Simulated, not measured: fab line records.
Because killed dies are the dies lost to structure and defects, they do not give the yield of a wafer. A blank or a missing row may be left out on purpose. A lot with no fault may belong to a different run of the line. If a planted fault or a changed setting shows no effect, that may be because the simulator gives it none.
Comparing a struck lot with a sound one ; flow rit cmos ; 44 out of 202 route steps
Sound: wafers L168.2, L168.3, L168.5. Struck: wafers L174.1, L174.2, L174.6. At the end, the cause is stated.
For every step that has rows: the tool of each side, followed by ch and its chambers, followed by its first start. Under that, the readings that differ: sound wafers ; struck wafers ; difference of the means ; sigmas: that difference in standard deviations of wafers without a fault.
alike: words and numbers the same on both sides, and readings whose means are apart by under 2 such deviations; not compared: readings that were withheld, readings missing a value for some wafer, numbers with overlapping values and no deviation given by the record, and bounds like >300 which may hide the same value.
Wherever a step has rows on one side only, a row that says differs or no value, or a row with sigmas, the two part there. Numbers that have no deviation but don't overlap get no sigmas and don't part them. Lack of a reading on every wafer of one side parts them only where that side has two or more wafers.

RIT_FOX2_THK_MEAS_01:
  sound: film metro-01 at day 3 05:17; struck: film metro-04 at day 4 09:16
  alike: FOX2_OXIDE_THK
then, 2 steps without rows for these wafers: RIT_FOX2_CLEAN_02 (cleans in dHF, time 180 s); RIT_FOX2_WET_ETCH_03 (etches Si3N4 in H3PO4, target depth 195 nm, time 2700 s).
RIT_FOX2_THK_MEAS_90:
  sound: film metro-04 at day 3 06:10; struck: film metro-01 at day 4 10:08
  alike: FIELD_OXIDE_LEFT_1_THK
then, 6 steps without rows for these wafers: RIT_NWELL_HMDS_00 (prime time 60 s); RIT_NWELL_COAT_01 (resist thk 1300 nm); RIT_NWELL_SOFTBAKE_02 (time 60 s); RIT_NWELL_EXPOSE_03 (exposes mask M2, target cd 43900 nm); RIT_NWELL_PEB_04; RIT_NWELL_DEVELOP_05 (develop time 68 s).
RIT_NWELL_OVL_MEAS_06:
  sound: overlay-02 at day 3 07:06; struck: overlay-02 at day 4 11:13
  alike: NWELL_OVL
then, 1 step without rows for these wafers: RIT_NWELL_HARDBAKE_07 (time 120 s).
RIT_NWELL_IMPLANT_08:
  sound on implanter-02 ch 0, day 3 07:24; struck on implanter-02 ch 0, day 4 11:29
reading;sound;struck;difference;sigmas
beam energy keV;170.07 169.99 169.97;153.00 153.04 152.95;-17.01;-99 or more
model.implant.rp nm (nm);214.2 214.2 214.2;188 188 188;-26;
model.implant.drp nm (nm);68.82 68.82 68.82;63.67 63.67 63.67;-5.15;
  alike: tilt deg
RIT_NWELL_STRIP_09: strips in O2, time 180 s.
  sound on plasma asher-04 ch 0, day 3 07:32; struck on plasma asher-03 ch 0,1, day 4 11:38
  alike: drypump motor current A
  not compared: rf hours counter h
RIT_NWELL_TW_MEAS_10:
  sound: film metro-04 at day 3 07:43; struck: film metro-04 at day 4 11:49
reading;sound;struck;difference;sigmas
NWELL_TW;2175 2167 2184;2137 2129 2130;-43;-4
then, 6 steps without rows for these wafers: RIT_PWELL_HMDS_00 (prime time 60 s); RIT_PWELL_COAT_01 (resist thk 1300 nm); RIT_PWELL_SOFTBAKE_02 (time 60 s); RIT_PWELL_EXPOSE_03 (exposes mask M3, target cd 43700 nm); RIT_PWELL_PEB_04; RIT_PWELL_DEVELOP_05 (develop time 68 s).
RIT_PWELL_OVL_MEAS_06:
  sound: overlay-01 at day 3 08:47; struck: overlay-01 at day 4 12:46
  alike: PWELL_OVL
then, 2 steps without rows for these wafers: RIT_PWELL_HARDBAKE_07 (time 120 s); RIT_PWELL_IMPLANT_08.
RIT_PWELL_STRIP_09: strips in O2, time 180 s.
  sound on plasma asher-02 ch 0,1, day 3 09:13; struck on plasma asher-04 ch 0,1, day 4 13:12
  alike: drypump motor current A
  not compared: rf hours counter h
RIT_PWELL_TW_MEAS_10:
  sound: film metro-04 at day 3 09:23; struck: film metro-04 at day 4 13:22
  alike: PWELL_TW
then, 1 step without rows for these wafers: RIT_WELLDRIVE_ANNEAL_00 (time 14700 s).
RIT_WELLDRIVE_RS_MEAS_01: measures by four-point-probe.
  sound: film metro-02 at day 3 15:38; struck: film metro-04 at day 4 20:11
  alike: NWELL_RS
RIT_WELLDRIVE_RS_MEAS_02: measures by four-point-probe.
  sound: film metro-02 at day 3 15:46; struck: film metro-04 at day 4 20:19
  alike: PWELL_RS
then, 6 steps without rows for these wafers: RIT_NRETRO_HMDS_00 (prime time 60 s); RIT_NRETRO_COAT_01 (resist thk 1300 nm); RIT_NRETRO_SOFTBAKE_02 (time 60 s); RIT_NRETRO_EXPOSE_03 (exposes mask M4, target cd 43900 nm); RIT_NRETRO_PEB_04; RIT_NRETRO_DEVELOP_05 (develop time 68 s).
RIT_NRETRO_OVL_MEAS_06:
  sound: overlay-01 at day 3 16:47; struck: overlay-02 at day 4 21:26
  alike: NRETRO_OVL
then, 2 steps without rows for these wafers: RIT_NRETRO_HARDBAKE_07 (time 120 s); RIT_NRETRO_IMPLANT_08.
RIT_NRETRO_STRIP_09: strips in O2, time 180 s.
  sound on plasma asher-02 ch 0,1, day 3 17:13; struck on plasma asher-02 ch 0,1, day 4 21:55
  alike: drypump motor current A
  not compared: rf hours counter h
RIT_NRETRO_TW_MEAS_10:
  sound: film metro-02 at day 3 17:23; struck: film metro-02 at day 4 22:05
  alike: NRETRO_TW
then, 2 steps without rows for these wafers: RIT_PRETRO_HMDS_00 (prime time 60 s); RIT_PRETRO_COAT_01 (resist thk 1300 nm).
RIT_M1_METAL_ETCH_12: etches Al in Cl2/BCl3, stops on SiO2, time 165 s, target depth 600 nm.
  sound on rie metal-02 ch 0,1, day 4 22:43; struck on rie metal-02 ch 0,1, day 6 00:30
reading;sound;struck;difference;sigmas
model.M1.cd nm (nm);2600 2597 2598;2601 2601 2603;+3;
  alike: drypump motor current A, oes product au, throttle valve pct
  not compared: rf hours counter h
RIT_M1_PROBE_99:
  sound: prober-02 at day 5 01:01; struck: prober-02 at day 6 02:45
reading;sound;struck;difference;sigmas
model.etest.m1.width nm (nm);2600 2591 2597;2606 2606 2603;+9;
model.etest.field p metal.vt v (V);-28.89 -28.81 -29.47;-26.3 -26.51 -26.99;+2.5;
model.etest.field p.vt v (V);-12.7 -12.77 -12.75;-11.56 -11.36 -11.52;+1.26;
model.etest.pmos narrow.vt less v (V);0.02085 0.02198 0.02098;0.02593 0.02595 0.0251;+0.00439;
  alike: killed at front end, killed dies, killed open, killed short

## WHERE THEY PART
Last at RIT_NWELL_TW_MEAS_10 as far as this record goes, first at RIT_NWELL_IMPLANT_08. Later steps at which nothing parts them and some readings are alike: RIT_PWELL_OVL_MEAS_06, RIT_PWELL_STRIP_09, RIT_PWELL_TW_MEAS_10, RIT_WELLDRIVE_RS_MEAS_01, RIT_WELLDRIVE_RS_MEAS_02, RIT_NRETRO_OVL_MEAS_06, RIT_NRETRO_STRIP_09, RIT_NRETRO_TW_MEAS_10, RIT_M1_METAL_ETCH_12, RIT_M1_PROBE_99.

WHY: the cause the simulator had injected
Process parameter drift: implanter-02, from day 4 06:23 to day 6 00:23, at RIT_NWELL_IMPLANT_08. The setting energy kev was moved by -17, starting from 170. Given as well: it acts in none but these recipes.
